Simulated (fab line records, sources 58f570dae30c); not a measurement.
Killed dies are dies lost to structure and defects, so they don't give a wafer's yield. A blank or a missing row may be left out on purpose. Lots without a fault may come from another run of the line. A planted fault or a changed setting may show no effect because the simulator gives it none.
Which tool did it? | flow berkeley_cmos170 | 14 lots, 42 wafers sampled, at 6 steps of a route of 331

WHAT THE GAUGES READ, wafer by wafer
UCB170_NSD_OVL_MEAS_07. Usual: NSD_OVL -1 nm, standard deviation 6.6.
lot  | measured     | on         | NSD_OVL (nm) | flag
L196 | day 6 16:37  | overlay-02 | 2 -1 3       |
L195 | day 6 16:52  | overlay-02 | -9 -7 -5     |
L194 | day 6 17:26  | overlay-02 | -10 -7 -10   |
L197 | day 7 19:51  | overlay-01 | -2 3 -7      |
L198 | day 7 20:02  | overlay-02 | -1 8 4       |
L204 | day 9 08:01  | overlay-02 | -1 -1 9      |
L208 | day 9 11:57  | overlay-02 | 2 2 2        |
L207 | day 9 12:17  | overlay-02 | 2 2 -9       |
L211 | day 10 06:45 | overlay-01 | -7 2 -15     |
L212 | day 10 07:47 | overlay-01 | 0 -1 0       |
L216 | day 11 03:02 | overlay-01 | -2 -2 -2     |
L215 | day 11 03:05 | overlay-01 | -2 9 4       |
L214 | day 11 03:19 | overlay-01 | 2 -1 -3      |
L217 | day 11 03:26 | overlay-01 | -5 -3 -8     |

UCB170_SILICIDE_RS_MEAS_02: measures by four-point-probe. Usual: SILICIDE_TI_RS 26.1 ohm/sq, standard deviation 0.38.
lot  | measured     | on            | SILICIDE_TI_RS (ohm/sq) | flag
L196 | day 6 18:55  | film_metro-03 | 26.4 26.3 26.0          |
L195 | day 6 19:07  | film_metro-03 | 26.5 26.2 26.2          |
L194 | day 6 19:35  | film_metro-04 | 27.1 26.9 27.1          |
L197 | day 7 21:48  | film_metro-04 | 26.2 26.1 26.5          |
L198 | day 7 22:28  | film_metro-04 | 11.9 11.9 12.0          | OFF
L204 | day 9 10:16  | film_metro-04 | 11.8 11.8 11.7          | OFF
L208 | day 9 14:04  | film_metro-04 | 25.9 25.3 25.6          |
L207 | day 9 14:23  | film_metro-03 | 25.8 25.9 25.9          |
L211 | day 10 09:13 | film_metro-03 | 26.1 25.7 25.9          |
L212 | day 10 10:13 | film_metro-03 | 26.1 26.4 26.4          |
L216 | day 11 05:10 | film_metro-01 | 26.2 26.4 25.9          |
L215 | day 11 05:03 | film_metro-04 | 25.5 25.9 25.7          |
L214 | day 11 05:21 | film_metro-04 | 26.4 26.3 26.1          |
L217 | day 11 05:37 | film_metro-01 | 25.9 25.3 26.0          |

UCB170_SILICIDE_THK_MEAS_03: measures by xrf. Usual: SILICIDE_TI_THK 30.1 nm, standard deviation 0.4.
lot  | measured     | on            | SILICIDE_TI_THK (nm) | flag
L196 | day 6 19:02  | film_metro-03 | 29.9 29.9 30.3       |
L195 | day 6 19:13  | film_metro-03 | 30.0 30.2 30.1       |
L194 | day 6 19:43  | film_metro-04 | 29.0 29.3 29.0       |
L197 | day 7 21:55  | film_metro-04 | 30.2 30.1 29.8       |
L198 | day 7 22:34  | film_metro-04 | 60.0 59.8 59.5       | OFF
L204 | day 9 10:22  | film_metro-04 | 59.6 60.0 60.3       | OFF
L208 | day 9 14:10  | film_metro-04 | 30.2 30.9 30.5       |
L207 | day 9 14:31  | film_metro-03 | 30.5 30.4 30.4       |
L211 | day 10 09:20 | film_metro-03 | 30.4 30.9 30.4       |
L212 | day 10 10:20 | film_metro-03 | 30.5 30.0 30.2       |
L216 | day 11 05:17 | film_metro-01 | 29.9 29.7 30.1       |
L215 | day 11 05:10 | film_metro-04 | 30.8 30.5 30.7       |
L214 | day 11 05:28 | film_metro-04 | 30.0 30.1 30.3       |
L217 | day 11 05:44 | film_metro-01 | 30.0 30.7 30.0       |

UCB170_CONTACT_OVL_MEAS_16. Usual: CONTACT_OVL 2 nm, standard deviation 5.4.
lot  | measured     | on         | CONTACT_OVL (nm) | flag
L196 | day 6 23:21  | overlay-01 | 5 -1 6           |
L195 | day 6 23:55  | overlay-02 | 1 8 6            |
L194 | day 7 00:13  | overlay-02 | 10 2 -1          |
L197 | day 8 02:26  | overlay-01 | 0 6 4            |
L198 | day 8 03:47  | overlay-01 | 3 6 -4           |
L204 | day 9 16:46  | overlay-01 | -3 -7 3          |
L208 | day 9 20:07  | overlay-01 | 6 1 3            |
L207 | day 9 21:17  | overlay-01 | 4 9 8            |
L211 | day 10 15:04 | overlay-01 | -6 3 -7          |
L212 | day 10 16:37 | overlay-01 | 6 2 15           |
L216 | day 11 09:28 | overlay-01 | -8 -10 -2        |
L215 | day 11 09:19 | overlay-01 | -4 2 -9          |
L214 | day 11 11:01 | overlay-01 | 3 -3 2           |
L217 | day 11 11:22 | overlay-01 | 2 14 7           |

WHICH TOOL RAN EACH LOT (tool, then ch and the chambers of the sampled wafers, then the start)
lot  | UCB170_SILICIDE_SPUTTER_01   | UCB170_SILICIDE_RTA_04
L196 | pvd_sputter-02, day 6 18:52  | rtp_anneal-02 ch 0, day 6 19:05
L195 | pvd_sputter-04, day 6 19:02  | rtp_anneal-02 ch 0, day 6 19:17
L194 | pvd_sputter-01, day 6 19:34  | rtp_anneal-02 ch 0, day 6 19:46
L197 | pvd_sputter-04, day 7 21:46  | rtp_anneal-01 ch 0, day 7 21:59
L198 | pvd_sputter-01, day 7 22:06  | rtp_anneal-02 ch 0, day 7 22:38
L204 | pvd_sputter-02, day 9 09:58  | rtp_anneal-01 ch 0, day 9 10:26
L208 | pvd_sputter-02, day 9 14:01  | rtp_anneal-01 ch 0, day 9 14:14
L207 | pvd_sputter-04, day 9 14:22  | rtp_anneal-01 ch 0, day 9 14:34
L211 | pvd_sputter-01, day 10 09:10 | rtp_anneal-01 ch 0, day 10 09:23
L212 | pvd_sputter-04, day 10 10:10 | rtp_anneal-01 ch 0, day 10 10:24
L216 | pvd_sputter-01, day 11 05:06 | rtp_anneal-02 ch 0, day 11 05:21
L215 | pvd_sputter-02, day 11 05:00 | rtp_anneal-01 ch 0, day 11 05:14
L214 | pvd_sputter-04, day 11 05:14 | rtp_anneal-01 ch 0, day 11 05:32
L217 | pvd_sputter-02, day 11 05:35 | rtp_anneal-02 ch 0, day 11 05:47
- UCB170_SILICIDE_SPUTTER_01: material Ti, target thk 30 nm, time 25 s.
- UCB170_SILICIDE_RTA_04: time 15 s.

WHAT THE TOOLS THEMSELVES READ (means of the sampled wafers that have a number; where no wafer has one, the mark that the record gives instead)
UCB170_SILICIDE_SPUTTER_01. Usual: throttle_valve_pct 29.8 %, standard deviation 1.4.
lot  | tool           | throttle_valve_pct (%) | flag
L196 | pvd_sputter-02 | 30.5                   |
L195 | pvd_sputter-04 | 28.5                   |
L194 | pvd_sputter-01 | 29.7                   |
L197 | pvd_sputter-04 | 30.9                   |
L198 | pvd_sputter-01 | 29.1                   |
L204 | pvd_sputter-02 | 29.1                   |
L208 | pvd_sputter-02 | 30.4                   |
L207 | pvd_sputter-04 | 29.5                   |
L211 | pvd_sputter-01 | 29.4                   |
L212 | pvd_sputter-04 | 29.5                   |
L216 | pvd_sputter-01 | 30.3                   |
L215 | pvd_sputter-02 | 29.0                   |
L214 | pvd_sputter-04 | 31.0                   |
L217 | pvd_sputter-02 | 29.1                   |

UCB170_SILICIDE_RTA_04. Usual: anneal_temp_c_max 652.8, standard deviation 1.1; lamp_power_pct 11.00 %, standard deviation 0.057; wafer_temp_C_max 652.7, standard deviation 0.66.
lot  | tool          | anneal_temp_c_max | lamp_power_pct (%) | wafer_temp_C_max | flag
L196 | rtp_anneal-02 | 651.9             | 10.95              | 651.9            |
L195 | rtp_anneal-02 | 651.5             | 10.95              | 652.3            |
L194 | rtp_anneal-02 | 652.2             | 10.95              | 652.5            |
L197 | rtp_anneal-01 | 653.4             | 11.06              | 652.7            |
L198 | rtp_anneal-02 | 651.8             | 10.95              | 652.5            |
L204 | rtp_anneal-01 | 654.2             | 11.06              | 652.8            |
L208 | rtp_anneal-01 | 654.7             | 11.05              | 653.3            |
L207 | rtp_anneal-01 | 654.3             | 11.06              | 653.0            |
L211 | rtp_anneal-01 | 654.2             | 11.06              | 652.6            |
L212 | rtp_anneal-01 | 653.1             | 11.06              | 652.6            |
L216 | rtp_anneal-02 | 651.6             | 10.94              | 651.8            |
L215 | rtp_anneal-01 | 653.2             | 11.06              | 652.9            |
L214 | rtp_anneal-01 | 652.8             | 11.06              | 653.8            |
L217 | rtp_anneal-02 | 651.7             | 10.94              | 652.3            |

THE ANSWER, worked out from the rows above alone
Rule: a lot is off if the mean of its wafers that have a number lies more than 3 standard deviations from the usual mean. A lot without any number at a reading at which 4 lots or more have one is off too. The other lots that the step has rows for count as sound. The gauges are gone through in route order, then the tools' own readings, and for those a lot's mean is taken as printed above. The first step at which some lot is off is used, and at that step the reading that is off furthest; a lot without a number counts as furthest.
Off: L198, L204, at UCB170_SILICIDE_RS_MEAS_02 (SILICIDE_TI_RS).
A tool fits if, at a process step before that reading, it ran every lot that is off, and no sound lot after the first of them. The gauges at UCB170_SILICIDE_RS_MEAS_02 are tried like those tools. None of those tried fits.

WHAT THE SIMULATOR HAD PUT IN
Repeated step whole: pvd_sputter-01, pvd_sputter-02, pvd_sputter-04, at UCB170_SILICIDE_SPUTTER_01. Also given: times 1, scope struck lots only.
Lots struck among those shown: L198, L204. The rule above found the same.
